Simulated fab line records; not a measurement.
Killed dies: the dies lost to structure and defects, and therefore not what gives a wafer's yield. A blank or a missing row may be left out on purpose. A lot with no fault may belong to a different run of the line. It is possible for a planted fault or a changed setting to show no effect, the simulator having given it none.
fab line records || flow ritCmos
record: {"lots": 13, "wafers": 39, "lastDay": 7}
route steps=202 shown CONTACT@179 M1@202
lots that met no fault: from a run of the same line without faults
startH: start of the lot's first displayed wafer, in hours after the record's first day || waitH: how many hours have passed since the lot's step before this one || " the same as in the row above || L1.1+2: a row that stands for several wafers || - no value present, or no start provided || * or withheld: withheld || < > ~ a bound
route shown NAME@n: a module of which the file shows steps, and the number in the route of the first || usual: mean/standard deviation of fault-free wafers || same: alike in all rows || chamber/n: place in a boat || sites: the reading at each site || _std_site: how widely they spread, as a standard deviation || _edge_site: outer sites' mean less inner sites' || radiusMm: how far each site lies from the wafer's centre || mask NAME#n: copy n || behind: the tool/chamber that last shaped the wafer || hold: reason for holding the lot/hours on hold/outcome of the hold || device: whichever transistor did not switch (one of n, p or np) || end of line: the route-end tests of the same wafers || a step with no rows: only its recipe || killed: dies that structure and defects cost at the first sort, which is not the same as the wafer's yield || map: per-die view of a wafer (x killed, . not killed, _ where there is no die)
set.NAME: the setting as run; set.NAME@STEP: as run at that earlier step || model.NAME: the simulator's own value behind a step, which no gauge read
steps of the route over a sample of lots; a table a step, a row a wafer
services: when a tool's chamber went out of use (startH, in hours from the record's first day, below 0 if earlier), for how many hours, and the reason
== steps ==
step: RIT_CONTACT_ETCH_11
recipe: {"targetDepthA": 4800, "overEtchFrac": 0.2, "stopOn": "TiSi2", "chemistry": "CHF3/CF4/Ar", "target": "SiO2", "CHF3_flow_sccm": 50, "cf4FlowSccm": 10, "Ar_flow_sccm": 100, "O2_flow_sccm": 5, "pressureMtorr": 100, "rfW": 200, "timeS": 320}
usual: {"chamberPressureMTorr": "100.00/0.098", "drypumpMotorCurrentA": "5.9/0.5", "oesProductAu": "0.989/0.015", "throttleValvePct": "8.85/0.11"}
{"lot.wafer": "L915.1", "tool": "rieDiel-02", "chamber": 0, "startH": 56.73, "waitH": 0.1, "chamberPressureMTorr": 100.08, "drypumpMotorCurrentA": 5.9, "oesProductAu": 0.985, "rfHoursCounterH": 75, "throttleValvePct": 9.06}
{"lot.wafer": "L915.2", "tool": "rieDiel-02", "chamber": 3, "startH": 56.73, "waitH": 0.1, "chamberPressureMTorr": 99.93, "drypumpMotorCurrentA": 5.1, "oesProductAu": 1.018, "rfHoursCounterH": 67, "throttleValvePct": 8.76}
{"lot.wafer": "L915.3", "tool": "rieDiel-02", "chamber": 2, "startH": 56.73, "waitH": 0.1, "chamberPressureMTorr": 99.90, "drypumpMotorCurrentA": 6.7, "oesProductAu": 0.971, "rfHoursCounterH": 143, "throttleValvePct": 8.78}
{"lot.wafer": "L916.1", "tool": "rieDiel-04", "chamber": 0, "startH": 67.34, "waitH": 0.1, "chamberPressureMTorr": 99.96, "drypumpMotorCurrentA": 5.5, "oesProductAu": 0.996, "rfHoursCounterH": 152, "throttleValvePct": 9.03}
{"lot.wafer": "L916.4", "tool": "rieDiel-04", "chamber": 1, "startH": 67.34, "waitH": 0.1, "chamberPressureMTorr": 100.09, "drypumpMotorCurrentA": 5.9, "oesProductAu": 0.996, "rfHoursCounterH": 39, "throttleValvePct": 8.78}
{"lot.wafer": "L916.5", "tool": "rieDiel-04", "chamber": 0, "startH": 67.34, "waitH": 0.1, "chamberPressureMTorr": 100.07, "drypumpMotorCurrentA": 5.5, "oesProductAu": 0.986, "rfHoursCounterH": "-", "throttleValvePct": 9.03}
{"lot.wafer": "L918.2", "tool": "rieDiel-04", "chamber": 0, "startH": 73.83, "waitH": 0.1, "chamberPressureMTorr": 99.96, "drypumpMotorCurrentA": 5.5, "oesProductAu": 0.986, "rfHoursCounterH": 152, "throttleValvePct": 9.01}
{"lot.wafer": "L918.3", "tool": "rieDiel-04", "chamber": 3, "startH": 73.83, "waitH": 0.1, "chamberPressureMTorr": 99.98, "drypumpMotorCurrentA": 6.4, "oesProductAu": 1.002, "rfHoursCounterH": 132, "throttleValvePct": 8.84}
{"lot.wafer": "L918.6", "tool": "rieDiel-04", "chamber": 0, "startH": 73.83, "waitH": 0.1, "chamberPressureMTorr": 99.96, "drypumpMotorCurrentA": 5.5, "oesProductAu": 0.997, "rfHoursCounterH": "-", "throttleValvePct": 9.03}
{"lot.wafer": "L919.2", "tool": "rieDiel-04", "chamber": 2, "startH": 80.68, "waitH": 0.1, "chamberPressureMTorr": 100.01, "drypumpMotorCurrentA": 5.7, "oesProductAu": 0.965, "rfHoursCounterH": 143, "throttleValvePct": 8.90}
{"lot.wafer": "L919.3", "tool": "rieDiel-04", "chamber": 3, "startH": 80.68, "waitH": 0.1, "chamberPressureMTorr": 100.03, "drypumpMotorCurrentA": 6.4, "oesProductAu": 1.007, "rfHoursCounterH": 132, "throttleValvePct": 8.86}
{"lot.wafer": "L919.6", "tool": "rieDiel-04", "chamber": 0, "startH": 80.68, "waitH": 0.1, "chamberPressureMTorr": 100.01, "drypumpMotorCurrentA": 5.5, "oesProductAu": 0.987, "rfHoursCounterH": "-", "throttleValvePct": 9.01}
{"lot.wafer": "L920.1", "tool": "rieDiel-02", "chamber": 0, "startH": 83.68, "waitH": 0.1, "chamberPressureMTorr": 99.83, "drypumpMotorCurrentA": 5.8, "oesProductAu": 0.983, "rfHoursCounterH": 76, "throttleValvePct": 9.08}
{"lot.wafer": "L920.4", "tool": "rieDiel-02", "chamber": 3, "startH": 83.68, "waitH": 0.1, "chamberPressureMTorr": 100.15, "drypumpMotorCurrentA": 5.1, "oesProductAu": 1.013, "rfHoursCounterH": 67, "throttleValvePct": 8.77}
{"lot.wafer": "L920.6", "tool": "rieDiel-02", "chamber": 2, "startH": 83.68, "waitH": 0.1, "chamberPressureMTorr": 100.09, "drypumpMotorCurrentA": 6.6, "oesProductAu": 0.976, "rfHoursCounterH": "-", "throttleValvePct": 8.79}
{"lot.wafer": "L921.1", "tool": "rieDiel-04", "chamber": 1, "startH": 89.52, "waitH": 0.1, "chamberPressureMTorr": 99.97, "drypumpMotorCurrentA": 5.9, "oesProductAu": 0.996, "rfHoursCounterH": 40, "throttleValvePct": 8.79}
{"lot.wafer": "L921.3", "tool": "rieDiel-04", "chamber": 2, "startH": 89.52, "waitH": 0.1, "chamberPressureMTorr": 100.06, "drypumpMotorCurrentA": 5.6, "oesProductAu": 0.969, "rfHoursCounterH": 143, "throttleValvePct": 8.89}
{"lot.wafer": "L921.6", "tool": "rieDiel-04", "chamber": 1, "startH": 89.52, "waitH": 0.1, "chamberPressureMTorr": 99.95, "drypumpMotorCurrentA": 5.9, "oesProductAu": 0.995, "rfHoursCounterH": "-", "throttleValvePct": 8.78}
{"lot.wafer": "L925.1", "tool": "rieDiel-03", "chamber": 3, "startH": 110.06, "waitH": 0.1, "chamberPressureMTorr": 99.75, "drypumpMotorCurrentA": 5.4, "oesProductAu": 0.987, "rfHoursCounterH": 124, "throttleValvePct": 8.76}
{"lot.wafer": "L925.2", "tool": "rieDiel-03", "chamber": 2, "startH": 110.06, "waitH": 0.1, "chamberPressureMTorr": 99.90, "drypumpMotorCurrentA": 6.5, "oesProductAu": 0.984, "rfHoursCounterH": 83, "throttleValvePct": 8.71}
{"lot.wafer": "L925.3", "tool": "rieDiel-03", "chamber": 0, "startH": 110.06, "waitH": 0.1, "chamberPressureMTorr": 99.90, "drypumpMotorCurrentA": 6.6, "oesProductAu": 0.991, "rfHoursCounterH": 5, "throttleValvePct": 8.78}
{"lot.wafer": "L926.2", "tool": "rieDiel-04", "chamber": 1, "startH": 114.37, "waitH": 0.1, "chamberPressureMTorr": 100.07, "drypumpMotorCurrentA": 5.9, "oesProductAu": 0.988, "rfHoursCounterH": 40, "throttleValvePct": 8.79}
{"lot.wafer": "L926.3", "tool": "rieDiel-04", "chamber": 2, "startH": 114.37, "waitH": 0.1, "chamberPressureMTorr": 100.09, "drypumpMotorCurrentA": 5.6, "oesProductAu": 0.970, "rfHoursCounterH": 144, "throttleValvePct": 8.87}
{"lot.wafer": "L926.6", "tool": "rieDiel-04", "chamber": 2, "startH": 114.37, "waitH": 0.1, "chamberPressureMTorr": 100.00, "drypumpMotorCurrentA": 5.6, "oesProductAu": 0.959, "rfHoursCounterH": "-", "throttleValvePct": 8.88}
{"lot.wafer": "L927.1", "tool": "rieDiel-04", "chamber": 1, "startH": 118.88, "waitH": 0.1, "chamberPressureMTorr": 99.99, "drypumpMotorCurrentA": 5.9, "oesProductAu": 0.984, "rfHoursCounterH": 40, "throttleValvePct": 8.77}
{"lot.wafer": "L927.2", "tool": "rieDiel-04", "chamber": 0, "startH": 118.88, "waitH": 0.1, "chamberPressureMTorr": 99.91, "drypumpMotorCurrentA": 5.5, "oesProductAu": 0.995, "rfHoursCounterH": 153, "throttleValvePct": 9.03}
{"lot.wafer": "L927.3", "tool": "rieDiel-04", "chamber": 3, "startH": 118.88, "waitH": 0.1, "chamberPressureMTorr": 99.87, "drypumpMotorCurrentA": 6.4, "oesProductAu": 1.005, "rfHoursCounterH": 133, "throttleValvePct": 8.85}
{"lot.wafer": "L930.1", "tool": "rieDiel-04", "chamber": 3, "startH": 130.64, "waitH": 0.1, "chamberPressureMTorr": 99.95, "drypumpMotorCurrentA": 6.4, "oesProductAu": 1.004, "rfHoursCounterH": 134, "throttleValvePct": 8.86}
{"lot.wafer": "L930.3", "tool": "rieDiel-04", "chamber": 1, "startH": 130.64, "waitH": 0.1, "chamberPressureMTorr": 100.13, "drypumpMotorCurrentA": 5.9, "oesProductAu": 0.994, "rfHoursCounterH": 40, "throttleValvePct": 8.78}
{"lot.wafer": "L930.4", "tool": "rieDiel-04", "chamber": 0, "startH": 130.64, "waitH": 0.1, "chamberPressureMTorr": 100.04, "drypumpMotorCurrentA": 5.6, "oesProductAu": 0.995, "rfHoursCounterH": 153, "throttleValvePct": 9.03}
{"lot.wafer": "L933.1", "tool": "rieDiel-03", "chamber": 2, "startH": 149.23, "waitH": 0.1, "chamberPressureMTorr": 100.02, "drypumpMotorCurrentA": 6.4, "oesProductAu": 0.997, "rfHoursCounterH": 83, "throttleValvePct": 8.70}
{"lot.wafer": "L933.2", "tool": "rieDiel-03", "chamber": 1, "startH": 149.23, "waitH": 0.1, "chamberPressureMTorr": 100.04, "drypumpMotorCurrentA": 6.1, "oesProductAu": 0.975, "rfHoursCounterH": 1, "throttleValvePct": 8.93}
{"lot.wafer": "L933.5", "tool": "rieDiel-03", "chamber": 3, "startH": 149.23, "waitH": 0.1, "chamberPressureMTorr": 99.94, "drypumpMotorCurrentA": 5.3, "oesProductAu": 0.987, "rfHoursCounterH": "-", "throttleValvePct": 8.77}
{"lot.wafer": "L937.3", "tool": "rieDiel-02", "chamber": 3, "startH": 167.85, "waitH": 0.1, "chamberPressureMTorr": 100.13, "drypumpMotorCurrentA": 5.1, "oesProductAu": 1.015, "rfHoursCounterH": 69, "throttleValvePct": 8.75}
{"lot.wafer": "L937.5", "tool": "rieDiel-02", "chamber": 3, "startH": 167.85, "waitH": 0.1, "chamberPressureMTorr": 100.08, "drypumpMotorCurrentA": 5.1, "oesProductAu": 1.014, "rfHoursCounterH": "-", "throttleValvePct": 8.77}
{"lot.wafer": "L937.6", "tool": "rieDiel-02", "chamber": 2, "startH": 167.85, "waitH": 0.1, "chamberPressureMTorr": 100.23, "drypumpMotorCurrentA": 6.7, "oesProductAu": 0.963, "rfHoursCounterH": "-", "throttleValvePct": 8.79}
{"lot.wafer": "L938.1", "tool": "rieDiel-03", "chamber": 0, "startH": 168.83, "waitH": 0.1, "chamberPressureMTorr": 99.95, "drypumpMotorCurrentA": 6.7, "oesProductAu": 1.001, "rfHoursCounterH": 6, "throttleValvePct": 8.78}
{"lot.wafer": "L938.2", "tool": "rieDiel-03", "chamber": 3, "startH": 168.83, "waitH": 0.1, "chamberPressureMTorr": 99.77, "drypumpMotorCurrentA": 5.3, "oesProductAu": 0.991, "rfHoursCounterH": 125, "throttleValvePct": 8.77}
{"lot.wafer": "L938.4", "tool": "rieDiel-03", "chamber": 1, "startH": 168.83, "waitH": 0.1, "chamberPressureMTorr": 100.07, "drypumpMotorCurrentA": 6.0, "oesProductAu": 0.979, "rfHoursCounterH": 1, "throttleValvePct": 8.93}
step: RIT_M1_PROBE_99
usual: {"killedAtContacts": "0.1/0.31", "killedAtFrontEnd": "7/3", "killedDies": "7/3", "killedOnRim": "1.8/1.2", "killedOpen": "3.2/1.9", "killedShort": "3.6/2.2"}
same: {"grossDies": 264, "killed_at_M0_to_M3": 0, "killed_at_M4_up": 0, "killedAtBackSide": 0, "killedAtOther": 0}
{"lot.wafer": "L926.2", "tool": "prober-01", "chamber": "-", "startH": 119.47, "waitH": 0.1, "killedAtContacts": 0, "killedAtFrontEnd": 3, "killedDies": 3, "killedOnRim": 2, "killedOpen": 2, "killedShort": 1}
{"lot.wafer": "L926.3", "tool": "prober-01", "chamber": "-", "startH": 119.52, "waitH": 0.2, "killedAtContacts": 0, "killedAtFrontEnd": 5, "killedDies": 5, "killedOnRim": 2, "killedOpen": 2, "killedShort": 3}
{"lot.wafer": "L926.6", "tool": "prober-01", "chamber": "-", "startH": 119.67, "waitH": 0.2, "killedAtContacts": 0, "killedAtFrontEnd": 10, "killedDies": 10, "killedOnRim": 4, "killedOpen": 4, "killedShort": 6}
{"lot.wafer": "L930.1", "tool": "prober-01", "chamber": "-", "startH": 135.84, "waitH": 0.1, "killedAtContacts": 18, "killedAtFrontEnd": 9, "killedDies": 27, "killedOnRim": 11, "killedOpen": 5, "killedShort": 3}
{"lot.wafer": "L930.3", "tool": "prober-01", "chamber": "-", "startH": 135.94, "waitH": 0.2, "killedAtContacts": 0, "killedAtFrontEnd": 3, "killedDies": 3, "killedOnRim": 1, "killedOpen": 2, "killedShort": 1}
{"lot.wafer": "L930.4", "tool": "prober-01", "chamber": "-", "startH": 135.99, "waitH": 0.2, "killedAtContacts": 0, "killedAtFrontEnd": 4, "killedDies": 4, "killedOnRim": 1, "killedOpen": 2, "killedShort": 2}
killed by level:class
L926.2 GATE:geometricParticle:open=1 REOX:geometricParticle:open=1 SPACER:geometricParticle:short=1
L926.3 FOX1:geometricParticle:open=1 FOX2:geometricParticle:short=1 GATE:geometricParticle:short=1 REOX:geometricParticle:short=1 REOX:geometricParticle:open=1
L926.6 REOX:geometricParticle:short=3 SPACER:geometricParticle:short=2 FOX2:geometricParticle:open=1 GATE:geometricParticle:short=1 REOX:geometricParticle:open=1 SPACER:geometricParticle:open=1 SILICIDE:geometricParticle:open=1
L930.1 CONTACT:unspecified=18 FOX1:geometricParticle:short=3 REOX:geometricParticle:open=2 SILICIDE:geometricParticle:open=2 GATE:geometricParticle:open=1 NRETRO:coatMicrobubblePrinted=1
L930.3 GATE:geometricParticle:open=1 REOX:geometricParticle:short=1 SPACER:geometricParticle:open=1
L930.4 REOX:geometricParticle:short=2 FOX2:geometricParticle:open=1 REOX:geometricParticle:open=1
== services ==
{"tool": "rieDiel-04", "chamber": 3, "startH": 43.88, "hours": 1.8, "kind": "repair"}
{"tool": "rieDiel-02", "chamber": 1, "startH": 50.83, "hours": 7.6, "kind": "repair"}
{"tool": "rieDiel-03", "chamber": 0, "startH": 53.04, "hours": 12.4, "kind": "repair"}
{"tool": "rieDiel-03", "chamber": 1, "startH": 101.81, "hours": "-", "kind": "clean"}
{"tool": "rieDiel-03", "chamber": 1, "startH": 101.81, "hours": 13.4, "kind": "scheduledDown"}
{"tool": "rieDiel-03", "chamber": 1, "startH": 101.81, "hours": 13.4, "kind": "ventCycle"}
{"tool": "rieDiel-02", "chamber": 3, "startH": 105.16, "hours": 7.2, "kind": "repair"}
{"tool": "rieDiel-02", "chamber": 1, "startH": 109.64, "hours": 7.4, "kind": "repair"}
{"tool": "rieDiel-04", "chamber": 0, "startH": 133.36, "hours": "-", "kind": "clean"}
{"tool": "rieDiel-04", "chamber": 0, "startH": 133.36, "hours": 24.2, "kind": "scheduledDown"}
{"tool": "rieDiel-04", "chamber": 0, "startH": 133.36, "hours": 24.2, "kind": "ventCycle"}
== key ==
firstSign: {"step": "RIT_M1_PROBE_99", "reading": "killedAtContacts", "direction": "up", "sigmas": 18, "usual": 0.1, "struck": 18}
effect: {"step": "RIT_M1_PROBE_99", "reading": "killedDies", "direction": "up", "sigmas": 6.6, "usual": 7, "struck": 27}
metAt RIT_CONTACT_ETCH_11
struckLots L930
struckWafers L930.1
testerLeftOut L930
onsetBetween 118.88 130.64
fault: {"kind": "chamberParticleSource", "tool": "rieDiel-04", "chamber": 3, "onsetH": 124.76, "steps": "RIT_CONTACT_ETCH_11", "ratePerVisitCm2": 1.5764, "endH": 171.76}
testerLeftOut: of these lots the tester's yield and bins aren't shown, on N5 and GAA mostly nor the transistor test; their killed dies are dies lost to structure and defects alone, not to doping, threshold or leakage, so they don't give the yield
